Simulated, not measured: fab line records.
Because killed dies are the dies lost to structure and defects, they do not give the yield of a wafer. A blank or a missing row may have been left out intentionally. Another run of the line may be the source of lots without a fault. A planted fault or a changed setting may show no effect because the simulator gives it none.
Problem report in the 8D (eight disciplines) form, filled by code ; flow rit cmos ; the parts of the form that need people (team, actions taken, sign-off) are left out

1. THE ISSUE
On 3 wafers of 1 lot, killed at contacts at RIT_M1_PROBE_99 has a mean of 15.3; fault-free wafers read 0.1, standard deviation 0.28. That is +54 standard deviations from the usual mean.
Seen first at day 7 07:09 on prober-01, wafer L827.1. At this step, 6 wafers from 2 lots have a number in the record. The rule behind "out" and "out of limits": a value lying over 4 standard deviations away from the usual mean. The rest of the wafers with a number are treated as sound.

2. WHAT IT IS AND WHAT IT IS NOT
question;is;is not
which readings at this step;killed at contacts, killed dies, killed on rim;killed at front end, killed open, killed short
which lots;L827;L824
which wafers of those lots;all that have a number;-
read on which tools;prober-01;prober-02
when;from day 7 07:09;up to then (3 sound wafers)

3. SUSPECTS, AND WHAT RULES EACH OUT
Counting: a tool at any process step up to the reading remains a suspect when it ran all the lots that are out and ran no sound lot after the first of those.
- wet bench-02 at RIT_CONTACT_CLEAN_13 (cleans in SC1, time 600 s): kept. It ran the lot that is out, L827 (day 7 02:30), and no sound lot after that; its last sound lot up to then is L824 (day 6 04:45).
- prober-01 at RIT_M1_PROBE_99: kept. It ran the lot that is out, L827 (day 7 07:09), and no sound lot after that. On those wafers its own readings are out: killed at contacts, killed dies, killed on rim.
Remaining after the count are wet bench-02 at RIT_CONTACT_CLEAN_13 and prober-01 at RIT_M1_PROBE_99.

4. THE CAUSE (what the simulator had put in)
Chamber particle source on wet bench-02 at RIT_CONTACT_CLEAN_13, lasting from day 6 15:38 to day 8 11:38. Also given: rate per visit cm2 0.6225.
Of the 2 suspects that counting leaves, this tool is one.

5. THE CHAIN OF EFFECTS, in route order
One row per reading whose mean, taken over the struck wafers that have a number, lies over 3 standard deviations from the usual. Readings are gone through only where the record gives a usual standard deviation; hours: the median, over the lots, of the time from a lot's start at the first step in this table giving one to that lot's start at this step; sigmas: the change measured in usual standard deviations.
hours;step;reading;usual;on struck wafers;change;sigmas
0;RIT_M1_PROBE_99;killed at contacts;0.1;15.3;+15.2;+54
0;RIT_M1_PROBE_99;killed dies;7.1;22.3;+15.2;+5.3
0;RIT_M1_PROBE_99;killed on rim;1.9;9.0;+7.1;+4.7
The process steps in it:
- RIT_M1_PROBE_99

6. WHAT WOULD HAVE CAUGHT IT SOONER
First out-of-limits reading in this record: day 7 07:09, which is 16 hours after fault onset at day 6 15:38.
No tool reading at RIT_CONTACT_CLEAN_13 that has a usual standard deviation in the record was out on any struck wafer, so an alarm limit of 4 standard deviations on those readings would not have fired.
By day 7 07:09, every lot that is out (1) had started RIT_CONTACT_CLEAN_13 on wet bench-02. Had the tool been put on hold then, not one of them would have been saved.
